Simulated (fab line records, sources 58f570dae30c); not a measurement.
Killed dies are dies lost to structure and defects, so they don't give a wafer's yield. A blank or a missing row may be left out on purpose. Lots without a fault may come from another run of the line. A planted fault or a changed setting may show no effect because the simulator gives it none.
Problem report in the 8D (eight disciplines) form, filled by code | flow berkeley_cmos170 | the parts of the form that need people (team, actions taken, sign-off) are left out

1. THE PROBLEM
beam_energy_keV at UCB170_PLDD_IMPLANT_09 reads a mean of 10.144 on 6 wafers of 2 lots; wafers without a fault read 10.000 with a standard deviation of 0.0032. That is +45 standard deviations from the usual mean.
First seen on wafer L916.2, day 8 22:32, on implanter-02. The record holds 18 wafers of 6 lots with a number at this step. Rule for "out", or "out of limits": more than 4 standard deviations from the usual mean. The other wafers with a number count as sound.

2. WHAT IT IS AND WHAT IT IS NOT
question                    | is                     | is not
which readings at this step | beam_energy_keV        | tilt_deg
which lots                  | L916, L918             | L905, L907, L920, L921
which wafers of those lots  | all that have a number | -
read on which tools         | implanter-02           | implanter-01, implanter-04
when                        | from day 8 22:32       | up to then (6 sound wafers); but 6 sound wafers of L920, L921 came after

3. SUSPECTS, AND WHAT RULES EACH OUT
Counting: a tool at a process step up to the reading stays a suspect if it ran every lot that is out and no sound lot after the first of them.
- implanter-02 at UCB170_PLDD_IMPLANT_09: kept. It ran every lot that is out, first L916 (day 8 22:32), and no sound lot after that; its last sound lot up to then is L907 (day 7 09:17). Its own readings are out on those wafers: beam_energy_keV.
Left after counting: implanter-02 at UCB170_PLDD_IMPLANT_09.

4. THE CAUSE (what the simulator had put in)
Process parameter drift: implanter-02, from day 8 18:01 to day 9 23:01, at UCB170_PLDD_IMPLANT_09. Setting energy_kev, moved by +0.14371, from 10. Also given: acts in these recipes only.
Counting left only this tool.

5. THE CHAIN OF EFFECTS, in route order
Each row: a reading whose mean over the struck wafers that have a number lies more than 3 standard deviations from the usual. Only readings for which the record gives a usual standard deviation are gone through. hours: the time from each lot's start at the first step in this table that gives one to its start at this step, as a median over the lots. sigmas: the change in usual standard deviations.
hours | step                   | reading         | usual  | on struck wafers | change | sigmas
0     | UCB170_PLDD_IMPLANT_09 | beam_energy_keV | 10.000 | 10.144           | +0.144 | +45
The process steps in it:
- UCB170_PLDD_IMPLANT_09

6. WHAT WOULD HAVE CAUGHT IT SOONER
In this record the first reading out of limits was taken at day 8 22:32, 5 hours after the fault began at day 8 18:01.
